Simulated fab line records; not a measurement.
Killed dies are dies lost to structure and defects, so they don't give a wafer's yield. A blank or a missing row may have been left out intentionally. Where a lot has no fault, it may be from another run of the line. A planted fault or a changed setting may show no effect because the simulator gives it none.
Which tool did it? || flow berkeley_cmos170 || 16 lots, 48 wafers sampled, at 5 steps of a route of 331

WHAT EACH GAUGE READ, for each wafer
UCB170_ACTIVE_OVL_MEAS_14.
{"lot": "L205", "measured": "day 4 14:48", "on": "overlay-02", "ACTIVE_OVL (nm)": "2 3 0"}
{"lot": "L207", "measured": "day 4 23:04", "on": "overlay-01", "ACTIVE_OVL (nm)": "-4 -1 0"}
{"lot": "L208", "measured": "day 5 11:10", "on": "overlay-01", "ACTIVE_OVL (nm)": "-1 0 7"}
{"lot": "L211", "measured": "day 5 17:47", "on": "overlay-02", "ACTIVE_OVL (nm)": "-3 -7 -9"}
{"lot": "L210", "measured": "day 5 18:10", "on": "overlay-02", "ACTIVE_OVL (nm)": "-3 -1 6"}
{"lot": "L214", "measured": "day 6 16:51", "on": "overlay-02", "ACTIVE_OVL (nm)": "-5 1 2"}
{"lot": "L216", "measured": "day 7 03:39", "on": "overlay-01", "ACTIVE_OVL (nm)": "-15 -15 -7"}
{"lot": "L218", "measured": "day 7 15:03", "on": "overlay-02", "ACTIVE_OVL (nm)": "5 8 -3"}
{"lot": "L217", "measured": "day 7 15:10", "on": "overlay-01", "ACTIVE_OVL (nm)": "2 7 2"}
{"lot": "L219", "measured": "day 8 00:01", "on": "overlay-01", "ACTIVE_OVL (nm)": "-126 -130 -128 -118 -125 -119"}
{"lot": "L220", "measured": "day 8 08:55", "on": "overlay-02", "ACTIVE_OVL (nm)": "-131 -130 -123 -126 -122 -118"}
{"lot": "L223", "measured": "day 8 17:50", "on": "overlay-01", "ACTIVE_OVL (nm)": "-5 3 0"}
{"lot": "L222", "measured": "day 8 18:04", "on": "overlay-02", "ACTIVE_OVL (nm)": "-121 -126 -129 -113 -118 -124"}
{"lot": "L225", "measured": "day 9 10:35", "on": "overlay-02", "ACTIVE_OVL (nm)": "-4 -5 1"}
{"lot": "L226", "measured": "day 9 10:53", "on": "overlay-01", "ACTIVE_OVL (nm)": "-128 -139 -131 -122 -133 -123"}
{"lot": "L228", "measured": "day 10 01:09", "on": "overlay-02", "ACTIVE_OVL (nm)": "-4 2 0"}

UCB170_V2_THK_MEAS_01.
{"lot": "L205", "measured": "day 8 10:20", "on": "film_metro-01", "V2_TEOS_THK (nm)": "1962 1969 2010"}
{"lot": "L207", "measured": "day 9 00:57", "on": "film_metro-04", "V2_TEOS_THK (nm)": "1963 1956 2012"}
{"lot": "L208", "measured": "day 9 12:11", "on": "film_metro-03", "V2_TEOS_THK (nm)": "1985 2001 2030"}
{"lot": "L211", "measured": "day 9 18:05", "on": "film_metro-04", "V2_TEOS_THK (nm)": "1986 1976 1993"}
{"lot": "L210", "measured": "day 9 16:32", "on": "film_metro-01", "V2_TEOS_THK (nm)": "1984 1952 2005"}
{"lot": "L214", "measured": "day 10 18:32", "on": "film_metro-01", "V2_TEOS_THK (nm)": "1988 1997 1995"}
{"lot": "L216", "measured": "day 11 02:27", "on": "film_metro-01", "V2_TEOS_THK (nm)": "1981 2022 2000"}
{"lot": "L218", "measured": "day 11 17:05", "on": "film_metro-04", "V2_TEOS_THK (nm)": "1975 1964 2001"}
{"lot": "L217", "measured": "day 11 19:05", "on": "film_metro-01", "V2_TEOS_THK (nm)": "1964 1992 2001"}
{"lot": "L219", "measured": "day 11 18:04", "on": "film_metro-03", "V2_TEOS_THK (nm)": "1978 1959 2013"}
{"lot": "L220", "measured": "day 12 14:53", "on": "film_metro-01", "V2_TEOS_THK (nm)": "1992 1977 1992"}
{"lot": "L223", "measured": "day 12 21:28", "on": "film_metro-03", "V2_TEOS_THK (nm)": "1958 1991 1969"}
{"lot": "L222", "measured": "day 13 03:35", "on": "film_metro-03", "V2_TEOS_THK (nm)": "2007 2041 2014"}
{"lot": "L225", "measured": "day 13 15:44", "on": "film_metro-03", "V2_TEOS_THK (nm)": "1969 1986 2011"}
{"lot": "L226", "measured": "day 13 16:18", "on": "film_metro-01", "V2_TEOS_THK (nm)": "2018 2075 2049"}
{"lot": "L228", "measured": "day 14 06:01", "on": "film_metro-04", "V2_TEOS_THK (nm)": "1993 1999 2020"}

UCB170_M3_CD_MEAS_90: the cd target is 700 nm.
{"lot": "L205", "measured": "day 8 16:05", "on": "cd_sem-01", "cd_nm (nm)": "700.1 703.4 699.9"}
{"lot": "L207", "measured": "day 9 06:29", "on": "cd_sem-01", "cd_nm (nm)": "701.9 697.1 704.0"}
{"lot": "L208", "measured": "day 9 16:50", "on": "cd_sem-01", "cd_nm (nm)": "698.9 695.0 698.5"}
{"lot": "L211", "measured": "day 9 23:50", "on": "cd_sem-02", "cd_nm (nm)": "703.3 701.0 699.3"}
{"lot": "L210", "measured": "day 9 21:28", "on": "cd_sem-01", "cd_nm (nm)": "698.6 699.4 699.1"}
{"lot": "L214", "measured": "day 10 23:49", "on": "cd_sem-01", "cd_nm (nm)": "698.4 698.9 700.7"}
{"lot": "L216", "measured": "day 11 07:27", "on": "cd_sem-02", "cd_nm (nm)": "701.0 701.1 701.5"}
{"lot": "L218", "measured": "day 11 21:44", "on": "cd_sem-01", "cd_nm (nm)": "701.3 702.1 702.4"}
{"lot": "L217", "measured": "day 12 00:28", "on": "cd_sem-01", "cd_nm (nm)": "698.2 699.7 699.8"}
{"lot": "L219", "measured": "day 11 23:17", "on": "cd_sem-02", "cd_nm (nm)": "704.4 699.3 705.3"}
{"lot": "L220", "measured": "day 12 20:45", "on": "cd_sem-01", "cd_nm (nm)": "700.2 701.1 704.7"}
{"lot": "L223", "measured": "day 13 07:45", "on": "cd_sem-01", "cd_nm (nm)": "706.4 703.8 706.8"}
{"lot": "L222", "measured": "day 13 09:28", "on": "cd_sem-02", "cd_nm (nm)": "697.6 696.8 702.8"}
{"lot": "L225", "measured": "day 13 21:28", "on": "cd_sem-02", "cd_nm (nm)": "699.5 700.8 701.7"}
{"lot": "L226", "measured": "day 13 22:19", "on": "cd_sem-01", "cd_nm (nm)": "697.7 698.2 703.6"}
{"lot": "L228", "measured": "day 14 11:56", "on": "cd_sem-01", "cd_nm (nm)": "702.2 695.9 703.5"}

WHICH TOOL RAN EACH LOT (tool, then ch and the chambers of the sampled wafers, then the start)
{"lot": "L205", "UCB170_ACTIVE_EXPOSE_10": "krf_scanner-01 ch 0, day 4 14:15", "UCB170_M2_PEB_13": "litho_track-03 ch 0, day 8 09:18"}
{"lot": "L207", "UCB170_ACTIVE_EXPOSE_10": "krf_scanner-01 ch 0, day 4 22:19", "UCB170_M2_PEB_13": "litho_track-03 ch 0, day 8 23:55"}
{"lot": "L208", "UCB170_ACTIVE_EXPOSE_10": "krf_scanner-01 ch 0, day 5 10:34", "UCB170_M2_PEB_13": "litho_track-03 ch 0, day 9 11:09"}
{"lot": "L211", "UCB170_ACTIVE_EXPOSE_10": "krf_scanner-01 ch 0, day 5 17:16", "UCB170_M2_PEB_13": "litho_track-02 ch 0, day 9 17:02"}
{"lot": "L210", "UCB170_ACTIVE_EXPOSE_10": "krf_scanner-02 ch 0, day 5 17:31", "UCB170_M2_PEB_13": "litho_track-03 ch 0, day 9 15:18"}
{"lot": "L214", "UCB170_ACTIVE_EXPOSE_10": "krf_scanner-02 ch 0, day 6 16:22", "UCB170_M2_PEB_13": "litho_track-03 ch 0, day 10 17:31"}
{"lot": "L216", "UCB170_ACTIVE_EXPOSE_10": "krf_scanner-01 ch 0, day 7 03:08", "UCB170_M2_PEB_13": "litho_track-04 ch 0, day 11 01:25"}
{"lot": "L218", "UCB170_ACTIVE_EXPOSE_10": "krf_scanner-02 ch 0, day 7 14:25", "UCB170_M2_PEB_13": "litho_track-02 ch 0, day 11 16:04"}
{"lot": "L217", "UCB170_ACTIVE_EXPOSE_10": "krf_scanner-01 ch 0, day 7 14:38", "UCB170_M2_PEB_13": "litho_track-03 ch 0, day 11 18:03"}
{"lot": "L219", "UCB170_ACTIVE_EXPOSE_10": "krf_scanner-01 ch 0, day 7 23:31", "UCB170_M2_PEB_13": "litho_track-03 ch 0, day 11 17:02"}
{"lot": "L220", "UCB170_ACTIVE_EXPOSE_10": "krf_scanner-01 ch 0, day 8 08:25", "UCB170_M2_PEB_13": "litho_track-02 ch 0, day 12 13:52"}
{"lot": "L223", "UCB170_ACTIVE_EXPOSE_10": "krf_scanner-02 ch 0, day 8 17:22", "UCB170_M2_PEB_13": "litho_track-02 ch 0, day 12 20:28"}
{"lot": "L222", "UCB170_ACTIVE_EXPOSE_10": "krf_scanner-01 ch 0, day 8 17:34", "UCB170_M2_PEB_13": "litho_track-02 ch 0, day 13 03:35 or earlier"}
{"lot": "L225", "UCB170_ACTIVE_EXPOSE_10": "krf_scanner-02 ch 0, day 9 10:05", "UCB170_M2_PEB_13": "litho_track-04 ch 0, day 13 14:42"}
{"lot": "L226", "UCB170_ACTIVE_EXPOSE_10": "krf_scanner-01 ch 0, day 9 10:22", "UCB170_M2_PEB_13": "litho_track-03 ch 0, day 13 15:18"}
{"lot": "L228", "UCB170_ACTIVE_EXPOSE_10": "krf_scanner-02 ch 0, day 10 00:39", "UCB170_M2_PEB_13": "litho_track-03 ch 0, day 14 04:59"}
- UCB170_ACTIVE_EXPOSE_10: exposes mask ACTIVE, target cd 1200 nm.
- UCB170_M2_PEB_13

WHAT THE TOOLS THEMSELVES READ (means of the sampled wafers that have a number; where no wafer has one, the mark that the record gives instead)
UCB170_M2_PEB_13.
{"lot": "L205", "tool": "litho_track-03", "plate_sensor_t_centre_C (C)": 131.41, "plate_sensor_t_edge_C (C)": 131.52}
{"lot": "L207", "tool": "litho_track-03", "plate_sensor_t_centre_C (C)": 131.41, "plate_sensor_t_edge_C (C)": 131.53}
{"lot": "L208", "tool": "litho_track-03", "plate_sensor_t_centre_C (C)": 131.40, "plate_sensor_t_edge_C (C)": 131.52}
{"lot": "L211", "tool": "litho_track-02", "plate_sensor_t_centre_C (C)": 131.41, "plate_sensor_t_edge_C (C)": 131.53}
{"lot": "L210", "tool": "litho_track-03", "plate_sensor_t_centre_C (C)": 131.42, "plate_sensor_t_edge_C (C)": 131.53}
{"lot": "L214", "tool": "litho_track-03", "plate_sensor_t_centre_C (C)": 131.41, "plate_sensor_t_edge_C (C)": 131.52}
{"lot": "L216", "tool": "litho_track-04", "plate_sensor_t_centre_C (C)": 131.41, "plate_sensor_t_edge_C (C)": 131.53}
{"lot": "L218", "tool": "litho_track-02", "plate_sensor_t_centre_C (C)": 131.41, "plate_sensor_t_edge_C (C)": 131.54}
{"lot": "L217", "tool": "litho_track-03", "plate_sensor_t_centre_C (C)": 131.41, "plate_sensor_t_edge_C (C)": 131.53}
{"lot": "L219", "tool": "litho_track-03", "plate_sensor_t_centre_C (C)": 131.41, "plate_sensor_t_edge_C (C)": 131.54}
{"lot": "L220", "tool": "litho_track-02", "plate_sensor_t_centre_C (C)": 131.40, "plate_sensor_t_edge_C (C)": 131.51}
{"lot": "L223", "tool": "litho_track-02", "plate_sensor_t_centre_C (C)": 131.42, "plate_sensor_t_edge_C (C)": 131.53}
{"lot": "L222", "tool": "litho_track-02", "plate_sensor_t_centre_C (C)": 131.41, "plate_sensor_t_edge_C (C)": 131.52}
{"lot": "L225", "tool": "litho_track-04", "plate_sensor_t_centre_C (C)": 131.41, "plate_sensor_t_edge_C (C)": 131.53}
{"lot": "L226", "tool": "litho_track-03", "plate_sensor_t_centre_C (C)": 131.40, "plate_sensor_t_edge_C (C)": 131.52}
{"lot": "L228", "tool": "litho_track-03", "plate_sensor_t_centre_C (C)": 131.41, "plate_sensor_t_edge_C (C)": 131.52}

THE ANSWER, worked out from the rows above alone
Rule: usual is defined by the lots themselves. Put in order of their means at a reading, lots are off if they are a third of the lots or fewer, leave a main group of 4 or more, and stand apart from it by a gap of 3 or more times the standard deviation of the main group's means; of several such gaps the widest counts. A main group is skipped when, at the precision printed for the reading in the tables above, its means are all equal. Also off: a lot with no number at a reading for which 4 or more lots have one. Any other lot the step has rows for is counted as sound. After the gauges, taken in route order, come the tools' own readings; for these a lot's mean is taken, as printed above. The first step at which some lot is off is used, and at that step the reading that is off furthest; a lot without a number counts as furthest.
Off: L219, L220, L222, L226, at UCB170_ACTIVE_OVL_MEAS_14 (ACTIVE_OVL). For the main group the mean is -1 nm and the standard deviation 4.3.
If a tool, at a process step before that reading, ran all the lots that are off and no sound lot after the first of them, it fits. The gauges at UCB170_ACTIVE_OVL_MEAS_14 are tried like those tools. One fits: krf_scanner-01 at UCB170_ACTIVE_EXPOSE_10. Its last sound lot is L217 (day 7 14:38), its first lot that is off L219 (day 7 23:31): a fault that began between those two fits.

WHAT THE SIMULATOR HAD PUT IN
Scanner matching overlay: krf_scanner-01, from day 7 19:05 on, at UCB170_ACTIVE_EXPOSE_10. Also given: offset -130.
Struck lots among those shown: L219, L220, L222, L226. The rule given above showed the same thing.
